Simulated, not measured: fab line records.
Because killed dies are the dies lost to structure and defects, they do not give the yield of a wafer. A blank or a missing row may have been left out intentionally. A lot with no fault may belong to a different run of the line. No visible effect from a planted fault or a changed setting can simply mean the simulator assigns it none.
A lot that was struck, set against a sound lot | flow ritCmos | 32 out of 202 route steps
Sound: the wafers L343.1, L343.2, L343.6. The struck wafers were L353.2, L353.3, L353.5. At the end, the cause is stated.
Order at every step that has rows: each side's tool, ch and its chambers, its first start. Under that, the readings that differ: sound wafers | struck wafers | difference of the means | sigmas: that difference in standard deviations of wafers without a fault.
alike: readings with means less than 2 such deviations apart, plus words and numbers identical on both sides. not compared: withheld readings, readings lacking a value on some wafer, bounds such as >300 that could conceal the same value, and numbers that have no deviation in the record and whose values overlap.
The two part at a step that has a row with sigmas, a row that says differs or no value, or rows on one side only. Non-overlapping numbers with no deviation appear without sigmas and do not part them. A reading that every wafer of one side lacks parts them only if that side has two wafers or more.

RIT_ACTIVE_BOW_MEAS_00:
  sound on filmMetro-03, day 1 10:00; struck on filmMetro-01, day 3 12:01
  alike: INCOMING_BOW
RIT_ACTIVE_OXIDATION_01: target thk 46.8 nm, ox time 3360 s.
  sound on furnace-02 ch 0, day 1 10:07; struck on furnace-02 ch 0, day 3 12:07
  alike: oxTempCMax
RIT_ACTIVE_THK_MEAS_02:
  sound on filmMetro-01, day 1 12:03; struck on filmMetro-01, day 3 14:04
  alike: ACTIVE_OXIDE_THK
then, 1 step without rows for these wafers: RIT_ACTIVE_CVD_03 (deposits Si3N4 from SiH2Cl2/NH3, target thk 150 nm, time 1500 s).
RIT_ACTIVE_THK_MEAS_04:
  sound on filmMetro-03, day 1 13:32; struck on filmMetro-03, day 3 15:32
  alike: ACTIVE_NITRIDE_THK
then, 6 steps without rows for these wafers: RIT_ACTIVE_HMDS_05 (prime time 60 s); RIT_ACTIVE_COAT_06 (resist thk 1000 nm); RIT_ACTIVE_SOFTBAKE_07 (time 60 s); RIT_ACTIVE_EXPOSE_08 (exposes mask M1, target cd 1400 nm); RIT_ACTIVE_PEB_09; RIT_ACTIVE_DEVELOP_10 (develop time 50 s).
RIT_ACTIVE_CD_MEAS_11: target cd 1400 nm.
  sound on cdSem-02, day 1 14:34; struck on cdSem-02, day 3 16:35
  alike: cdNm
then, 1 step without rows for these wafers: RIT_ACTIVE_HARDBAKE_12 (time 60 s).
RIT_ACTIVE_ETCH_13: etches Si3N4 in SF6, stops on SiO2, time 210 s, target depth 210 nm.
  sound on rieDiel-03 ch 0,1,3, day 1 14:50; struck on rieDiel-02 ch 1,2,3, day 3 16:50
  alike: drypumpMotorCurrentA, oesProductAu, throttleValvePct
  not compared: rfHoursCounterH
RIT_ACTIVE_STRIP_14: strips in O2, time 180 s.
  sound on plasmaAsher-01 ch 0,1, day 1 14:58; struck on plasmaAsher-02 ch 1, day 3 16:58
reading                  | sound       | struck      | difference | sigmas
drypumpMotorCurrentA (A) | 6.0 6.1 6.0 | 5.0 4.9 5.0 | -1.1       | -2
  not compared: rfHoursCounterH
RIT_ACTIVE_CD_MEAS_90: target cd 1400 nm.
  sound on cdSem-01, day 1 15:08; struck on cdSem-01, day 3 17:10
  alike: cdNm
then, 4 steps without rows for these wafers: RIT_ACTIVE_CLEAN_15 (cleans in SC1, time 600 s); RIT_ACTIVE_CLEAN_16 (cleans in dHF, time 30 s); RIT_ACTIVE_CLEAN_17 (cleans in SC2, time 600 s); RIT_FOX1_OXIDATION_00 (target thk 350.7 nm, ox time 1130 s).
RIT_FOX1_THK_MEAS_01:
  sound on filmMetro-04, day 1 17:12; struck on filmMetro-03, day 3 19:46
  alike: FOX1_OXIDE_THK
then, 2 steps without rows for these wafers: RIT_FOX1_WET_ETCH_02 (etches SiO2 in BOE, target depth 350 nm, time 390 s); RIT_FOX2_OXIDATION_00 (target thk 350.7 nm, ox time 1130 s).
RIT_FOX2_THK_MEAS_01:
  sound on filmMetro-04, day 1 18:42; struck on filmMetro-03, day 3 21:15
reading             | sound       | struck      | difference | sigmas
FOX2_OXIDE_THK (nm) | 326 327 329 | 345 347 355 | +22        | +3
then, 2 steps without rows for these wafers: RIT_FOX2_CLEAN_02 (cleans in dHF, time 180 s); RIT_FOX2_WET_ETCH_03 (etches Si3N4 in H3PO4, target depth 195 nm, time 2700 s).
RIT_FOX2_THK_MEAS_90:
  sound on filmMetro-04, day 1 19:35; struck on filmMetro-01, day 3 22:08
reading                     | sound       | struck      | difference | sigmas
FIELD_OXIDE_LEFT_1_THK (nm) | 297 299 301 | 318 320 328 | +23        | +3
then, 4 steps without rows for these wafers: RIT_NWELL_HMDS_00 (prime time 60 s); RIT_NWELL_COAT_01 (resist thk 1300 nm); RIT_NWELL_SOFTBAKE_02 (time 60 s); RIT_NWELL_EXPOSE_03 (exposes mask M2, target cd 43900 nm).
RIT_M1_PROBE_99:
  sound on prober-01, day 3 10:49; struck on prober-01, day 5 14:02
reading          | sound | struck      | difference | sigmas
killedAtContacts | 0 0 0 | 0 1 1       | +1         | +2
killedAtFrontEnd | 4 6 7 | 108 118 109 | +106       | +35
killedDies       | 4 6 7 | 108 119 110 | +107       | +36
killedOnRim      | 0 3 4 | 29 34 26    | +27        | +18
  alike: killedOpen, killedShort

WHERE THEY PART
Earliest at RIT_ACTIVE_STRIP_14; latest, in this record, at RIT_M1_PROBE_99.

WHY: whatever the simulator had introduced
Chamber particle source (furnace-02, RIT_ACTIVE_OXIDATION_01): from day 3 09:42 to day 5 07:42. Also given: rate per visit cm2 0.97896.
